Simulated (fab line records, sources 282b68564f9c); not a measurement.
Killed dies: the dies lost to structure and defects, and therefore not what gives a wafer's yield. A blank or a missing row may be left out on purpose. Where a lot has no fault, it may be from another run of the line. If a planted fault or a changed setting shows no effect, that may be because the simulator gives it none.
fab line records || flow ritCmos
[record] {"lots": 15, "wafers": 45, "lastDay": 7}
route steps=202 shown ACTIVE@2
lots untouched by any fault: they come from a run of this same line in which no faults occurred
startH: hours from the record's opening day to when the first of the lot's shown wafers began || waitH: hours from the lot's prior step to this one || " same as the row above || L1.1+2: several wafers, shown together as one row || - no value present, or no start provided || * or withheld: withheld || < > ~ a bound
route shown NAME@n: names a module that has steps shown in the file, with the first one's number in the route || usual: mean/standard deviation of fault-free wafers || same: alike in all rows || chamber/n: place in a boat || sites: each site's reading || _std_site: the standard deviation of these || _edge_site: inner sites' mean taken away from outer sites' mean || radiusMm: how far each site lies from the wafer's centre || mask NAME#n: copy n || behind: tool/chamber where the wafer was last shaped || hold: reason for holding the lot/hours on hold/outcome of the hold || device: the n, p or np transistor that did not switch || end of line: the route-end tests of the same wafers || where a step has no rows: the recipe by itself || killed: dies lost to structure and defects at the first sort, not the wafer's yield || map: a wafer's dies, x killed, . not, _ none there
set.NAME: the setting the step ran with; set.NAME@STEP: the setting that earlier step ran with || model.NAME: the simulator's own value behind a step, which no gauge read
steps of the route over a sample of lots; a table a step, a row a wafer
services: from which hour (startH, from the record's first day; less than 0 if before it) a tool's chamber was out of use, for how many hours, and why
[[steps]]
[step RIT_ACTIVE_OXIDATION_01]
[recipe] {"tempC": 1000, "ambient": "O2", "targetThkA": 468, "oxTimeS": 3360}
[usual] {"oxTempC": "1000.0/0.4", "oxTempCMax": "1004.6/1.6", "tubeCenterTempC": "1000/0.098", "zonePowerLoadPct": "33.4/1.1"}
{"lot.wafer": "L143.2", "tool": "furnace-02", "chamber": 0, "startH": 20.19, "waitH": 0.2, "oxTempC": 1000.4, "oxTempCMax": 1002.7, "tubeCenterTempC": 1000.2, "zonePowerLoadPct": 33.8}
{"lot.wafer": "L143.5", "tool": "furnace-02", "chamber": 0, "startH": 20.19, "waitH": 0.2, "oxTempC": 1000.4, "oxTempCMax": 1003.0, "tubeCenterTempC": 999.98, "zonePowerLoadPct": 33.9}
{"lot.wafer": "L143.6", "tool": "furnace-02", "chamber": 0, "startH": 20.19, "waitH": 0.2, "oxTempC": 999.9, "oxTempCMax": 1002.8, "tubeCenterTempC": 999.79, "zonePowerLoadPct": 35.1}
{"lot.wafer": "L145.1", "tool": "furnace-03", "chamber": 0, "startH": 30.12, "waitH": 0.1, "oxTempC": 1000.1, "oxTempCMax": 1004.3, "tubeCenterTempC": 1000, "zonePowerLoadPct": 34.1}
{"lot.wafer": "L145.4", "tool": "furnace-03", "chamber": 0, "startH": 30.12, "waitH": 0.1, "oxTempC": 999.5, "oxTempCMax": 1003.5, "tubeCenterTempC": 1000, "zonePowerLoadPct": 33.5}
{"lot.wafer": "L145.6", "tool": "furnace-03", "chamber": 0, "startH": 30.12, "waitH": 0.1, "oxTempC": 999.7, "oxTempCMax": 1003.9, "tubeCenterTempC": 999.87, "zonePowerLoadPct": 33.9}
{"lot.wafer": "L147.3", "tool": "furnace-02", "chamber": 0, "startH": 40.12, "waitH": 0.1, "oxTempC": 1000.0, "oxTempCMax": 1003.7, "tubeCenterTempC": 999.99, "zonePowerLoadPct": 34.4}
{"lot.wafer": "L147.4", "tool": "furnace-02", "chamber": 0, "startH": 40.12, "waitH": 0.1, "oxTempC": 999.8, "oxTempCMax": 1003.0, "tubeCenterTempC": 999.8, "zonePowerLoadPct": 34.5}
{"lot.wafer": "L147.6", "tool": "furnace-02", "chamber": 0, "startH": 40.12, "waitH": 0.1, "oxTempC": 1000.4, "oxTempCMax": 1003.8, "tubeCenterTempC": 1000, "zonePowerLoadPct": 34.3}
{"lot.wafer": "L148.2", "tool": "furnace-03", "chamber": 0, "startH": 45.12, "waitH": 0.1, "oxTempC": 999.7, "oxTempCMax": 1004.8, "tubeCenterTempC": 1000.1, "zonePowerLoadPct": 34.3}
{"lot.wafer": "L148.5", "tool": "furnace-03", "chamber": 0, "startH": 45.12, "waitH": 0.1, "oxTempC": 999.5, "oxTempCMax": 1004.2, "tubeCenterTempC": 1000, "zonePowerLoadPct": 33.9}
{"lot.wafer": "L148.6", "tool": "furnace-03", "chamber": 0, "startH": 45.12, "waitH": 0.1, "oxTempC": 999.7, "oxTempCMax": 1004.5, "tubeCenterTempC": 999.89, "zonePowerLoadPct": 33.9}
{"lot.wafer": "L149.1", "tool": "furnace-01", "chamber": 0, "startH": 50.12, "waitH": 0.1, "oxTempC": 999.6, "oxTempCMax": 1004.1, "tubeCenterTempC": 999.99, "zonePowerLoadPct": 32.0}
{"lot.wafer": "L149.3", "tool": "furnace-01", "chamber": 0, "startH": 50.12, "waitH": 0.1, "oxTempC": 1000.1, "oxTempCMax": 1006.4, "tubeCenterTempC": 1000.1, "zonePowerLoadPct": 32.2}
{"lot.wafer": "L149.4", "tool": "furnace-01", "chamber": 0, "startH": 50.12, "waitH": 0.1, "oxTempC": 999.2, "oxTempCMax": 1007.4, "tubeCenterTempC": 1000.1, "zonePowerLoadPct": 31.8}
{"lot.wafer": "L154.2", "tool": "furnace-02", "chamber": "-", "startH": 75.12, "waitH": 0.1, "oxTempC": "-", "oxTempCMax": "-", "tubeCenterTempC": "-", "zonePowerLoadPct": "-"}
{"lot.wafer": "L154.3", "tool": "furnace-02", "chamber": "-", "startH": 75.12, "waitH": 0.1, "oxTempC": "-", "oxTempCMax": "-", "tubeCenterTempC": "-", "zonePowerLoadPct": "-"}
{"lot.wafer": "L154.4", "tool": "furnace-02", "chamber": "-", "startH": 75.12, "waitH": 0.1, "oxTempC": "-", "oxTempCMax": "-", "tubeCenterTempC": "-", "zonePowerLoadPct": "-"}
{"lot.wafer": "L155.2", "tool": "furnace-03", "chamber": "-", "startH": 80.12, "waitH": 0.1, "oxTempC": "-", "oxTempCMax": "-", "tubeCenterTempC": "-", "zonePowerLoadPct": "-"}
{"lot.wafer": "L155.3", "tool": "furnace-03", "chamber": "-", "startH": 80.12, "waitH": 0.1, "oxTempC": "-", "oxTempCMax": "-", "tubeCenterTempC": "-", "zonePowerLoadPct": "-"}
{"lot.wafer": "L155.4", "tool": "furnace-03", "chamber": "-", "startH": 80.12, "waitH": 0.1, "oxTempC": "-", "oxTempCMax": "-", "tubeCenterTempC": "-", "zonePowerLoadPct": "-"}
{"lot.wafer": "L156.1", "tool": "furnace-02", "chamber": "-", "startH": 85.12, "waitH": 0.1, "oxTempC": "-", "oxTempCMax": "-", "tubeCenterTempC": "-", "zonePowerLoadPct": "-"}
{"lot.wafer": "L156.2", "tool": "furnace-02", "chamber": "-", "startH": 85.12, "waitH": 0.1, "oxTempC": "-", "oxTempCMax": "-", "tubeCenterTempC": "-", "zonePowerLoadPct": "-"}
{"lot.wafer": "L156.3", "tool": "furnace-02", "chamber": "-", "startH": 85.12, "waitH": 0.1, "oxTempC": "-", "oxTempCMax": "-", "tubeCenterTempC": "-", "zonePowerLoadPct": "-"}
{"lot.wafer": "L158.2", "tool": "furnace-03", "chamber": 0, "startH": 95.12, "waitH": 0.1, "oxTempC": 999.6, "oxTempCMax": 1003.7, "tubeCenterTempC": 1000.1, "zonePowerLoadPct": 34.1}
{"lot.wafer": "L158.4", "tool": "furnace-03", "chamber": 0, "startH": 95.12, "waitH": 0.1, "oxTempC": 1000.5, "oxTempCMax": 1004.6, "tubeCenterTempC": 999.91, "zonePowerLoadPct": 33.9}
{"lot.wafer": "L158.6", "tool": "furnace-03", "chamber": 0, "startH": 95.12, "waitH": 0.1, "oxTempC": 999.8, "oxTempCMax": 1004.7, "tubeCenterTempC": 999.96, "zonePowerLoadPct": 34.1}
{"lot.wafer": "L159.3", "tool": "furnace-01", "chamber": 0, "startH": 102.54, "waitH": 2.5, "oxTempC": 1000.5, "oxTempCMax": 1006.9, "tubeCenterTempC": 999.86, "zonePowerLoadPct": 32.2}
{"lot.wafer": "L159.4", "tool": "furnace-01", "chamber": 0, "startH": 102.54, "waitH": 2.5, "oxTempC": 1000.7, "oxTempCMax": 1006.4, "tubeCenterTempC": 999.92, "zonePowerLoadPct": 31.2}
{"lot.wafer": "L159.5", "tool": "furnace-01", "chamber": 0, "startH": 102.54, "waitH": 2.5, "oxTempC": 1000.3, "oxTempCMax": 1006.4, "tubeCenterTempC": 999.97, "zonePowerLoadPct": 31.7}
{"lot.wafer": "L160.3", "tool": "furnace-01", "chamber": 0, "startH": 105.12, "waitH": 0.1, "oxTempC": 1000.2, "oxTempCMax": 1007.3, "tubeCenterTempC": 999.84, "zonePowerLoadPct": 31.3}
{"lot.wafer": "L160.5", "tool": "furnace-01", "chamber": 0, "startH": 105.12, "waitH": 0.1, "oxTempC": 999.7, "oxTempCMax": 1006.0, "tubeCenterTempC": 1000.1, "zonePowerLoadPct": 31.6}
{"lot.wafer": "L160.6", "tool": "furnace-01", "chamber": 0, "startH": 105.12, "waitH": 0.1, "oxTempC": 999.9, "oxTempCMax": 1007.0, "tubeCenterTempC": 999.99, "zonePowerLoadPct": 31.6}
{"lot.wafer": "L161.2", "tool": "furnace-03", "chamber": 0, "startH": 110.12, "waitH": 0.1, "oxTempC": 1000.0, "oxTempCMax": 1004.0, "tubeCenterTempC": 1000.1, "zonePowerLoadPct": 33.7}
{"lot.wafer": "L161.3", "tool": "furnace-03", "chamber": 0, "startH": 110.12, "waitH": 0.1, "oxTempC": 1000.3, "oxTempCMax": 1004.5, "tubeCenterTempC": 1000.1, "zonePowerLoadPct": 33.8}
{"lot.wafer": "L161.6", "tool": "furnace-03", "chamber": 0, "startH": 110.12, "waitH": 0.1, "oxTempC": 1000.2, "oxTempCMax": 1004.1, "tubeCenterTempC": 999.91, "zonePowerLoadPct": 33.5}
{"lot.wafer": "L162.1", "tool": "furnace-03", "chamber": 0, "startH": 115.12, "waitH": 0.1, "oxTempC": 1000.1, "oxTempCMax": 1006.3, "tubeCenterTempC": 1000, "zonePowerLoadPct": 34.1}
{"lot.wafer": "L162.3", "tool": "furnace-03", "chamber": 0, "startH": 115.12, "waitH": 0.1, "oxTempC": 1000.3, "oxTempCMax": 1004.4, "tubeCenterTempC": 1000.1, "zonePowerLoadPct": 33.5}
{"lot.wafer": "L162.6", "tool": "furnace-03", "chamber": 0, "startH": 115.12, "waitH": 0.1, "oxTempC": 1000.4, "oxTempCMax": 1005.0, "tubeCenterTempC": 1000.1, "zonePowerLoadPct": 34.1}
{"lot.wafer": "L163.1", "tool": "furnace-02", "chamber": 0, "startH": 120.12, "waitH": 0.1, "oxTempC": 999.6, "oxTempCMax": 1002.5, "tubeCenterTempC": 999.89, "zonePowerLoadPct": 34.5}
{"lot.wafer": "L163.2", "tool": "furnace-02", "chamber": 0, "startH": 120.12, "waitH": 0.1, "oxTempC": 999.5, "oxTempCMax": 1002.9, "tubeCenterTempC": 1000, "zonePowerLoadPct": 34.2}
{"lot.wafer": "L163.4", "tool": "furnace-02", "chamber": 0, "startH": 120.12, "waitH": 0.1, "oxTempC": 1000.3, "oxTempCMax": 1003.3, "tubeCenterTempC": 1000.1, "zonePowerLoadPct": 34.6}
{"lot.wafer": "L164.1", "tool": "furnace-01", "chamber": 0, "startH": 125.12, "waitH": 0.1, "oxTempC": 1000.0, "oxTempCMax": 1007.8, "tubeCenterTempC": 1000, "zonePowerLoadPct": 31.2}
{"lot.wafer": "L164.2", "tool": "furnace-01", "chamber": 0, "startH": 125.12, "waitH": 0.1, "oxTempC": 1000.7, "oxTempCMax": 1009.1, "tubeCenterTempC": 1000.1, "zonePowerLoadPct": 31.8}
{"lot.wafer": "L164.4", "tool": "furnace-01", "chamber": 0, "startH": 125.12, "waitH": 0.1, "oxTempC": 1000.4, "oxTempCMax": 1006.4, "tubeCenterTempC": 1000, "zonePowerLoadPct": 31.4}
[[services]]
{"tool": "furnace-02", "chamber": "-", "startH": 4.00, "hours": 6.9, "kind": "repair"}
{"tool": "furnace-01", "chamber": "-", "startH": 9.15, "hours": 3.5, "kind": "pm"}
{"tool": "furnace-02", "chamber": "-", "startH": 78.14, "hours": 4.1, "kind": "pm"}
[[key]]
[firstSign] {"step": "RIT_ACTIVE_OXIDATION_01", "reading": "toolRecord", "direction": "missing"}
effect none on later readings
metAt RIT_ACTIVE_OXIDATION_01
struckLots L154,L155,L156
laterRowsLeftOut L154.2,L154.3,L154.4,L155.2,L155.3,L155.4,L156.1,L156.2,L156.3
sortLeftOut L154.2,L154.3,L154.4,L155.2,L155.3,L155.4,L156.1,L156.2,L156.3
testerLeftOut L154,L155,L156
onsetBetween 45.12 75.12
[fault] {"kind": "skippedStepWhole", "tool": "furnace-02,furnace-03", "chamber": "-", "onsetH": 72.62, "steps": "RIT_ACTIVE_OXIDATION_01", "scope": "struckLotsOnly"}
// testerLeftOut: of these lots the tester's yield and bins aren't shown, on N5 and GAA mostly nor the transistor test; their killed dies are dies lost to structure and defects alone, not to doping, threshold or leakage, so they don't give the yield
// sortLeftOut: the simulated sort isn't trusted on such a fault, so these wafers' sort isn't shown, and their yield isn't known
// laterRowsLeftOut: the simulator's readings of these wafers behind a module that went badly wrong aren't trusted and aren't shown, but for the sort
